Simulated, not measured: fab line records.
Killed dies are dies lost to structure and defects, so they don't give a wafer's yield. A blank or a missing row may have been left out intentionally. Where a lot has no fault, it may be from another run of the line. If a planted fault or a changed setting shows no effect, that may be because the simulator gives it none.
The tool behind it: which one? || flow berkeley-cmos170 || 14 lots, 42 wafers sampled, at 6 steps of a route of 331

WHAT THE GAUGES READ, wafer by wafer
UCB170_PLDD_TW_MEAS_11.
{"lot": "L859", "measured": "day 7 08:04", "on": "film-metro-03", "PLDD_TW": "1004 1006 1003"}
{"lot": "L862", "measured": "day 8 10:16", "on": "film-metro-02", "PLDD_TW": "996 992 990"}
{"lot": "L860", "measured": "day 8 10:32", "on": "film-metro-02", "PLDD_TW": "993 994 987"}
{"lot": "L865", "measured": "day 9 00:21", "on": "film-metro-04", "PLDD_TW": "1026 1034 1030"}
{"lot": "L866", "measured": "day 9 00:37", "on": "film-metro-02", "PLDD_TW": "992 992 987"}
{"lot": "L870", "measured": "day 9 18:31", "on": "film-metro-02", "PLDD_TW": "1040 1039 1041"}
{"lot": "L871", "measured": "day 9 21:47", "on": "film-metro-03", "PLDD_TW": "1054 1053 1049"}
{"lot": "L875", "measured": "day 11 02:26", "on": "film-metro-02", "PLDD_TW": "991 998 996"}
{"lot": "L874", "measured": "day 11 02:05", "on": "film-metro-04", "PLDD_TW": "1033 1030 1030"}
{"lot": "L876", "measured": "day 11 10:41", "on": "film-metro-03", "PLDD_TW": "1001 1001 1001"}
{"lot": "L877", "measured": "day 11 10:10", "on": "film-metro-04", "PLDD_TW": "1034 1033 1026"}
{"lot": "L879", "measured": "day 12 01:13", "on": "film-metro-02", "PLDD_TW": "1005 1003 1001"}
{"lot": "L880", "measured": "day 12 00:56", "on": "film-metro-02", "PLDD_TW": "1009 1007 1002"}
{"lot": "L881", "measured": "day 12 10:27", "on": "film-metro-02", "PLDD_TW": "998 999 1003"}

UCB170_PSD_CD_MEAS_06 targets a cd of 1200 nm.
{"lot": "L859", "measured": "day 7 20:17", "on": "cd-sem-02", "cd-nm (nm)": "1199.3 1198.8 1200.9"}
{"lot": "L862", "measured": "day 8 18:32", "on": "cd-sem-01", "cd-nm (nm)": "1201.1 1200.4 1199.7"}
{"lot": "L860", "measured": "day 8 18:58", "on": "cd-sem-02", "cd-nm (nm)": "1199.6 1200.9 1199.0"}
{"lot": "L865", "measured": "day 9 06:07", "on": "cd-sem-02", "cd-nm (nm)": "1201.6 1202.1 1199.9"}
{"lot": "L866", "measured": "day 9 06:32", "on": "cd-sem-02", "cd-nm (nm)": "1200.9 1201.7 1201.2"}
{"lot": "L870", "measured": "day 10 02:50", "on": "cd-sem-02", "cd-nm (nm)": "1197.9 1198.2 1198.4"}
{"lot": "L871", "measured": "day 10 06:44", "on": "cd-sem-02", "cd-nm (nm)": "1198.1 1199.4 1198.7"}
{"lot": "L875", "measured": "day 11 13:20", "on": "cd-sem-02", "cd-nm (nm)": "1200.7 1201.8 1199.8"}
{"lot": "L874", "measured": "day 11 13:06", "on": "cd-sem-01", "cd-nm (nm)": "1200.2 1200.3 1201.0"}
{"lot": "L876", "measured": "day 11 22:20", "on": "cd-sem-02", "cd-nm (nm)": "1198.2 1196.7 1197.3"}
{"lot": "L877", "measured": "day 11 21:49", "on": "cd-sem-01", "cd-nm (nm)": "1198.9 1198.7 1200.0"}
{"lot": "L879", "measured": "day 12 10:04", "on": "cd-sem-01", "cd-nm (nm)": "1199.0 1199.8 1201.4"}
{"lot": "L880", "measured": "day 12 10:16", "on": "cd-sem-02", "cd-nm (nm)": "1195.3 1195.9 1196.4"}
{"lot": "L881", "measured": "day 12 23:49", "on": "cd-sem-02", "cd-nm (nm)": "1201.5 1201.3 1201.7"}

UCB170_SDANNEAL_RS_MEAS_04: measures by four-point-probe.
{"lot": "L859", "measured": "day 8 00:02", "on": "film-metro-04", "PLDD_RS (ohm/sq)": "1032.7 1032.1 1036.7"}
{"lot": "L862", "measured": "day 8 22:32", "on": "film-metro-02", "PLDD_RS (ohm/sq)": "1030.9 1030.9 1031.7"}
{"lot": "L860", "measured": "day 8 22:50", "on": "film-metro-04", "PLDD_RS (ohm/sq)": "1031.7 1029.7 1034.4"}
{"lot": "L865", "measured": "day 9 09:38", "on": "film-metro-02", "PLDD_RS (ohm/sq)": "1033.7 1029.1 1028.8"}
{"lot": "L866", "measured": "day 9 10:06", "on": "film-metro-04", "PLDD_RS (ohm/sq)": "1032.9 1033.1 1035.4"}
{"lot": "L870", "measured": "day 10 07:28", "on": "film-metro-03", "PLDD_RS (ohm/sq)": "1024.1 1026.4 1025.8"}
{"lot": "L871", "measured": "day 10 10:37", "on": "film-metro-04", "PLDD_RS (ohm/sq)": "1023.9 1020.7 1024.6"}
{"lot": "L875", "measured": "day 11 16:52", "on": "film-metro-03", "PLDD_RS (ohm/sq)": "1032.4 1032.5 1031.8"}
{"lot": "L874", "measured": "day 11 16:31", "on": "film-metro-04", "PLDD_RS (ohm/sq)": "1030.2 1031.6 1030.3"}
{"lot": "L876", "measured": "day 12 03:13", "on": "film-metro-02", "PLDD_RS (ohm/sq)": "1026.8 1032.3 1032.1"}
{"lot": "L877", "measured": "day 12 02:09", "on": "film-metro-04", "PLDD_RS (ohm/sq)": "1033.0 1030.9 1032.9"}
{"lot": "L879", "measured": "day 12 14:01", "on": "film-metro-04", "PLDD_RS (ohm/sq)": "1037.8 1030.9 1036.0"}
{"lot": "L880", "measured": "day 12 14:32", "on": "film-metro-02", "PLDD_RS (ohm/sq)": "1029.9 1032.7 1033.0"}
{"lot": "L881", "measured": "day 13 04:46", "on": "film-metro-03", "PLDD_RS (ohm/sq)": "1032.3 1034.1 1034.1"}

WHICH TOOL RAN EACH LOT (tool, then ch and the chambers of the sampled wafers, then the start)
{"lot": "L859", "UCB170_ACTIVE_STRIP_16": "plasma-asher-03 ch 0,1, day 4 20:08", "UCB170_PFIELD_STRIP_08": "plasma-asher-02 ch 0,1, day 4 21:56", "UCB170_PLDD_IMPLANT_08": "implanter-04 ch 0, day 7 07:41"}
{"lot": "L862", "UCB170_ACTIVE_STRIP_16": "plasma-asher-01 ch 0,1, day 5 12:13", "UCB170_PFIELD_STRIP_08": "plasma-asher-02 ch 0,1, day 5 16:41", "UCB170_PLDD_IMPLANT_08": "implanter-04 ch 0, day 8 09:52"}
{"lot": "L860", "UCB170_ACTIVE_STRIP_16": "plasma-asher-03 ch 0,1, day 5 12:27", "UCB170_PFIELD_STRIP_08": "plasma-asher-03 ch 0, day 5 16:41", "UCB170_PLDD_IMPLANT_08": "implanter-01 ch 0, day 8 10:08"}
{"lot": "L865", "UCB170_ACTIVE_STRIP_16": "plasma-asher-01 ch 0,1, day 6 08:05", "UCB170_PFIELD_STRIP_08": "plasma-asher-03 ch 0,1, day 6 09:59", "UCB170_PLDD_IMPLANT_08": "implanter-03 ch 0, day 8 23:57"}
{"lot": "L866", "UCB170_ACTIVE_STRIP_16": "plasma-asher-03 ch 0,1, day 6 08:24", "UCB170_PFIELD_STRIP_08": "plasma-asher-03 ch 0,1, day 6 10:14", "UCB170_PLDD_IMPLANT_08": "implanter-04 ch 0, day 9 00:15"}
{"lot": "L870", "UCB170_ACTIVE_STRIP_16": "plasma-asher-01 ch 0,1, day 7 06:47", "UCB170_PFIELD_STRIP_08": "plasma-asher-01 ch 0,1, day 7 09:05", "UCB170_PLDD_IMPLANT_08": "implanter-04 ch 0, day 9 18:10"}
{"lot": "L871", "UCB170_ACTIVE_STRIP_16": "plasma-asher-03 ch 0,1, day 7 07:34", "UCB170_PFIELD_STRIP_08": "plasma-asher-01 ch 0,1, day 7 10:03", "UCB170_PLDD_IMPLANT_08": "implanter-04 ch 0, day 9 21:23"}
{"lot": "L875", "UCB170_ACTIVE_STRIP_16": "plasma-asher-01 ch 0,1, day 8 11:28", "UCB170_PFIELD_STRIP_08": "plasma-asher-03 ch 0,1, day 8 13:30", "UCB170_PLDD_IMPLANT_08": "implanter-01 ch 0, day 11 02:04"}
{"lot": "L874", "UCB170_ACTIVE_STRIP_16": "plasma-asher-04 ch 0, day 8 11:43", "UCB170_PFIELD_STRIP_08": "plasma-asher-03 ch 0,1, day 8 15:15", "UCB170_PLDD_IMPLANT_08": "implanter-03 ch 0, day 11 01:42"}
{"lot": "L876", "UCB170_ACTIVE_STRIP_16": "plasma-asher-01 ch 0,1, day 8 18:13", "UCB170_PFIELD_STRIP_08": "plasma-asher-01 ch 0,1, day 8 19:56", "UCB170_PLDD_IMPLANT_08": "implanter-03 ch 0, day 11 10:17"}
{"lot": "L877", "UCB170_ACTIVE_STRIP_16": "plasma-asher-04 ch 0,1, day 9 01:13", "UCB170_PFIELD_STRIP_08": "plasma-asher-01 ch 0,1, day 9 02:58", "UCB170_PLDD_IMPLANT_08": "implanter-01 ch 0, day 11 09:46"}
{"lot": "L879", "UCB170_ACTIVE_STRIP_16": "plasma-asher-03 ch 0,1, day 9 10:53", "UCB170_PFIELD_STRIP_08": "plasma-asher-01 ch 0,1, day 9 12:31", "UCB170_PLDD_IMPLANT_08": "implanter-01 ch 0, day 12 00:49"}
{"lot": "L880", "UCB170_ACTIVE_STRIP_16": "plasma-asher-01 ch 0,1, day 9 11:06", "UCB170_PFIELD_STRIP_08": "plasma-asher-02 ch 0,1, day 9 12:53", "UCB170_PLDD_IMPLANT_08": "implanter-01 ch 0, day 12 00:32"}
{"lot": "L881", "UCB170_ACTIVE_STRIP_16": "plasma-asher-01 ch 0,1, day 10 01:12", "UCB170_PFIELD_STRIP_08": "plasma-asher-02 ch 0,1, day 10 05:08", "UCB170_PLDD_IMPLANT_08": "implanter-03 ch 0, day 12 10:05"}
- UCB170_ACTIVE_STRIP_16: strips in O2.
- UCB170_PFIELD_STRIP_08: strips in O2.
- UCB170_PLDD_IMPLANT_08

AS READ BY THE TOOLS THEMSELVES (means over the sampled wafers that have a number; for cases with no such wafer, the mark the record gives instead)
UCB170_ACTIVE_STRIP_16.
{"lot": "L859", "tool": "plasma-asher-03", "drypump-motor-current-A (A)": 5.1, "oes-product-au (a.u.)": 0.719, "strip-time-to-endpoint-s (s)": 18.04}
{"lot": "L862", "tool": "plasma-asher-01", "drypump-motor-current-A (A)": 5.4, "oes-product-au (a.u.)": 0.719, "strip-time-to-endpoint-s (s)": 17.94}
{"lot": "L860", "tool": "plasma-asher-03", "drypump-motor-current-A (A)": 5.6, "oes-product-au (a.u.)": 0.722, "strip-time-to-endpoint-s (s)": 18.09}
{"lot": "L865", "tool": "plasma-asher-01", "drypump-motor-current-A (A)": 5.6, "oes-product-au (a.u.)": 0.722, "strip-time-to-endpoint-s (s)": 18.06}
{"lot": "L866", "tool": "plasma-asher-03", "drypump-motor-current-A (A)": 5.1, "oes-product-au (a.u.)": 0.723, "strip-time-to-endpoint-s (s)": 18.01}
{"lot": "L870", "tool": "plasma-asher-01", "drypump-motor-current-A (A)": 5.5, "oes-product-au (a.u.)": 0.723, "strip-time-to-endpoint-s (s)": 18.07}
{"lot": "L871", "tool": "plasma-asher-03", "drypump-motor-current-A (A)": 5.5, "oes-product-au (a.u.)": 0.724, "strip-time-to-endpoint-s (s)": 18.17}
{"lot": "L875", "tool": "plasma-asher-01", "drypump-motor-current-A (A)": 5.4, "oes-product-au (a.u.)": 0.715, "strip-time-to-endpoint-s (s)": 18.08}
{"lot": "L874", "tool": "plasma-asher-04", "drypump-motor-current-A (A)": 4.9, "oes-product-au (a.u.)": 0.723, "strip-time-to-endpoint-s (s)": 17.98}
{"lot": "L876", "tool": "plasma-asher-01", "drypump-motor-current-A (A)": 5.4, "oes-product-au (a.u.)": 0.722, "strip-time-to-endpoint-s (s)": 18.16}
{"lot": "L877", "tool": "plasma-asher-04", "drypump-motor-current-A (A)": 5.2, "oes-product-au (a.u.)": 0.722, "strip-time-to-endpoint-s (s)": 17.94}
{"lot": "L879", "tool": "plasma-asher-03", "drypump-motor-current-A (A)": 5.6, "oes-product-au (a.u.)": 0.720, "strip-time-to-endpoint-s (s)": 18.15}
{"lot": "L880", "tool": "plasma-asher-01", "drypump-motor-current-A (A)": 5.6, "oes-product-au (a.u.)": 0.722, "strip-time-to-endpoint-s (s)": 18.00}
{"lot": "L881", "tool": "plasma-asher-01", "drypump-motor-current-A (A)": 5.5, "oes-product-au (a.u.)": 0.719, "strip-time-to-endpoint-s (s)": 18.15}

UCB170_PFIELD_STRIP_08.
{"lot": "L859", "tool": "plasma-asher-02", "drypump-motor-current-A (A)": 6.3, "oes-product-au (a.u.)": 0.734, "strip-time-to-endpoint-s (s)": 21.65}
{"lot": "L862", "tool": "plasma-asher-02", "drypump-motor-current-A (A)": 6.4, "oes-product-au (a.u.)": 0.733, "strip-time-to-endpoint-s (s)": 21.73}
{"lot": "L860", "tool": "plasma-asher-03", "drypump-motor-current-A (A)": 6.0, "oes-product-au (a.u.)": 0.733, "strip-time-to-endpoint-s (s)": 21.70}
{"lot": "L865", "tool": "plasma-asher-03", "drypump-motor-current-A (A)": 5.1, "oes-product-au (a.u.)": 0.735, "strip-time-to-endpoint-s (s)": 21.59}
{"lot": "L866", "tool": "plasma-asher-03", "drypump-motor-current-A (A)": 5.6, "oes-product-au (a.u.)": 0.735, "strip-time-to-endpoint-s (s)": 21.72}
{"lot": "L870", "tool": "plasma-asher-01", "drypump-motor-current-A (A)": 5.4, "oes-product-au (a.u.)": 0.738, "strip-time-to-endpoint-s (s)": 21.65}
{"lot": "L871", "tool": "plasma-asher-01", "drypump-motor-current-A (A)": 5.4, "oes-product-au (a.u.)": 0.731, "strip-time-to-endpoint-s (s)": 21.71}
{"lot": "L875", "tool": "plasma-asher-03", "drypump-motor-current-A (A)": 5.6, "oes-product-au (a.u.)": 0.736, "strip-time-to-endpoint-s (s)": 21.52}
{"lot": "L874", "tool": "plasma-asher-03", "drypump-motor-current-A (A)": 5.5, "oes-product-au (a.u.)": 0.736, "strip-time-to-endpoint-s (s)": 21.59}
{"lot": "L876", "tool": "plasma-asher-01", "drypump-motor-current-A (A)": 5.6, "oes-product-au (a.u.)": 0.736, "strip-time-to-endpoint-s (s)": 21.81}
{"lot": "L877", "tool": "plasma-asher-01", "drypump-motor-current-A (A)": 5.4, "oes-product-au (a.u.)": 0.733, "strip-time-to-endpoint-s (s)": 21.71}
{"lot": "L879", "tool": "plasma-asher-01", "drypump-motor-current-A (A)": 5.5, "oes-product-au (a.u.)": 0.737, "strip-time-to-endpoint-s (s)": 21.78}
{"lot": "L880", "tool": "plasma-asher-02", "drypump-motor-current-A (A)": 6.4, "oes-product-au (a.u.)": 0.732, "strip-time-to-endpoint-s (s)": 21.65}
{"lot": "L881", "tool": "plasma-asher-02", "drypump-motor-current-A (A)": 6.5, "oes-product-au (a.u.)": 0.738, "strip-time-to-endpoint-s (s)": 21.70}

UCB170_PLDD_IMPLANT_08.
{"lot": "L859", "tool": "implanter-04", "beam-energy-keV": 10.004, "tilt-deg (degrees)": 6.992}
{"lot": "L862", "tool": "implanter-04", "beam-energy-keV": 9.997, "tilt-deg (degrees)": 6.976}
{"lot": "L860", "tool": "implanter-01", "beam-energy-keV": 10.000, "tilt-deg (degrees)": 6.989}
{"lot": "L865", "tool": "implanter-03", "beam-energy-keV": 9.997, "tilt-deg (degrees)": 7.010}
{"lot": "L866", "tool": "implanter-04", "beam-energy-keV": 9.998, "tilt-deg (degrees)": 7.010}
{"lot": "L870", "tool": "implanter-04", "beam-energy-keV": 13.501, "tilt-deg (degrees)": 6.968}
{"lot": "L871", "tool": "implanter-04", "beam-energy-keV": 13.500, "tilt-deg (degrees)": 6.978}
{"lot": "L875", "tool": "implanter-01", "beam-energy-keV": 9.999, "tilt-deg (degrees)": 7.003}
{"lot": "L874", "tool": "implanter-03", "beam-energy-keV": 9.997, "tilt-deg (degrees)": 7.012}
{"lot": "L876", "tool": "implanter-03", "beam-energy-keV": 9.996, "tilt-deg (degrees)": 7.003}
{"lot": "L877", "tool": "implanter-01", "beam-energy-keV": 10.001, "tilt-deg (degrees)": 6.972}
{"lot": "L879", "tool": "implanter-01", "beam-energy-keV": 9.997, "tilt-deg (degrees)": 6.984}
{"lot": "L880", "tool": "implanter-01", "beam-energy-keV": 9.996, "tilt-deg (degrees)": 6.993}
{"lot": "L881", "tool": "implanter-03", "beam-energy-keV": 9.998, "tilt-deg (degrees)": 7.003}

THE ANSWER, worked out from the rows above alone
Rule: the usual values come from the lots themselves. The widest of any qualifying gaps counts: lots, ordered by their means at a reading, are off when they make up no more than a third of the lots, leave a main group of 4 or more, and stand apart from it by 3 or more times the standard deviation of that group's means. The tables above print the reading to a certain number of digits; a main group whose means all agree to those digits is not used. Also off: a lot with no number at a reading for which 4 or more lots have one. Where the step has rows for the other lots, those lots are counted as sound. Order of review: gauges by route order, followed by the tools' own readings, for which a lot's mean as printed above is used. The first step at which some lot is off is used, and at that step the reading that is off furthest; a lot without a number counts as furthest.
Off: L870, L871, seen at UCB170_SDANNEAL_RS_MEAS_04 (PLDD_RS). Mean 1032.3 ohm/sq and standard deviation 1.4 in the main group.
A tool fits if, at a process step before that reading, it ran every lot that is off, and no sound lot after the first of them. Not tried: the gauges at UCB170_SDANNEAL_RS_MEAS_04; whatever is off there is also off at UCB170_PLDD_IMPLANT_08, on other tools, and gauge error can't account for it. One candidate fits, namely implanter-04 at UCB170_PLDD_IMPLANT_08. A fault onset in the window from L866 (day 9 00:15, its last sound lot) to L870 (day 9 18:10, its first lot off) fits.
The tool's own readings at UCB170_PLDD_IMPLANT_08 bear it out: on the lots that are off they differ by more than 5 times the standard deviation of the sound lots' means. beam-energy-keV reads 13.500 there against 9.998 on the sound lots.

WHAT THE SIMULATOR HAD PUT IN
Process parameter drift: implanter-04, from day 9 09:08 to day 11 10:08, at UCB170_PLDD_IMPLANT_08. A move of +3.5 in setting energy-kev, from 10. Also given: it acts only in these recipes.
Lots struck among those shown: L870, L871. The rule given above showed the same thing.
